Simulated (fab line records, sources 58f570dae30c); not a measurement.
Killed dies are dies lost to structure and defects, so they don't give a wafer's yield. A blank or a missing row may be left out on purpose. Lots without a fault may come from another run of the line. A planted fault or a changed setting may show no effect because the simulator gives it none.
A struck lot beside a sound one | flow berkeley_cmos170 | 15 steps out of a route of 331
Sound: wafers L362.1, L362.3, L362.6. Struck: wafers L373.2, L373.4, L373.5. The cause comes at the end.
At each step with rows: each side's tool, then ch and its chambers, then its first start. Under that, the readings that differ: sound wafers | struck wafers | difference of the means | sigmas: that difference in standard deviations of wafers without a fault.
alike: readings whose means differ by less than 2 such deviations, and words and numbers that are the same on both sides. not compared: withheld readings, readings that some wafer has no value for, bounds like >300 that may hide the same value, and numbers for which the record gives no deviation and whose values overlap.
The two part at a step that has a row with sigmas, a row that says differs or no value, or rows on one side only. Numbers that don't overlap but have no deviation are shown without sigmas and don't part them. A reading that every wafer of one side lacks parts them only if that side has two wafers or more.

UCB170_ACTIVE_OVL_MEAS_14:
  sound on overlay-02, day 3 23:37; struck on overlay-02, day 7 02:49
  alike: ACTIVE_OVL
UCB170_ACTIVE_ETCH_15: etches Si3N4 in CH3F/Ar/O2, stops on SiO2, target depth 242 nm, time 151 s.
  sound on rie_diel-01 ch 0,1,2, day 3 23:39; struck on rie_diel-04 ch 0,2, day 7 02:50
  alike: drypump_motor_current_A, oes_product_au, throttle_valve_pct
  not compared: rf_hours_counter_h
UCB170_ACTIVE_STRIP_16: strips in O2.
  sound on plasma_asher-04 ch 0,1, day 3 23:45; struck on plasma_asher-04 ch 1, day 7 02:56
  alike: drypump_motor_current_A, o2_flow_sccm, oes_product_au, strip_time_to_endpoint_s
  not compared: rf_hours_counter_h
UCB170_ACTIVE_CD_MEAS_90: target cd 1200 nm.
  sound on cd_sem-01, day 3 23:51; struck on cd_sem-01, day 7 03:04
  alike: cd_nm
then, 7 steps without rows for these wafers: UCB170_ACTIVE_CLEAN_17 (cleans in SPM, time 600 s); UCB170_PFIELD_HMDS_00 (prime time 60 s); UCB170_PFIELD_COAT_01 (resist thk 900 nm); UCB170_PFIELD_SOFTBAKE_02 (time 60 s); UCB170_PFIELD_EXPOSE_03 (exposes mask PFIELD, target cd 1500 nm); UCB170_PFIELD_PEB_04; UCB170_PFIELD_DEVELOP_05 (develop time 45 s).
UCB170_PFIELD_OVL_MEAS_06:
  sound on overlay-02, day 4 01:05; struck on overlay-02, day 7 06:20
  alike: PFIELD_OVL
UCB170_PFIELD_IMPLANT_07:
  sound on implanter-02 ch 0, day 4 01:08; struck on implanter-02 ch 0, day 7 06:24
  reading                   | sound                | struck               | difference | sigmas
  beam_energy_keV           | 79.985 79.931 79.965 | 81.029 81.017 81.035 | +1.067     | +46
  model.implant.drp_nm (nm) | 74.86 74.86 74.86    | 75.32 75.32 75.32    | +0.46      |
UCB170_PFIELD_STRIP_08: strips in O2.
  sound on plasma_asher-03 ch 0,1, day 4 01:17; struck on plasma_asher-03 ch 0,1, day 7 06:31
  alike: drypump_motor_current_A, o2_flow_sccm, oes_product_au, strip_time_to_endpoint_s
  not compared: rf_hours_counter_h
then, 1 step without rows for these wafers: UCB170_M3_PROBE_99.

WHERE THEY PART
Only at UCB170_PFIELD_IMPLANT_07, within this record. Later steps at which nothing parts them and some readings are alike: UCB170_PFIELD_STRIP_08.

WHY: what the simulator had put in
Process parameter drift: implanter-02, from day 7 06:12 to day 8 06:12, at UCB170_PFIELD_IMPLANT_07. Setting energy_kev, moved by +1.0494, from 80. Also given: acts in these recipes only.
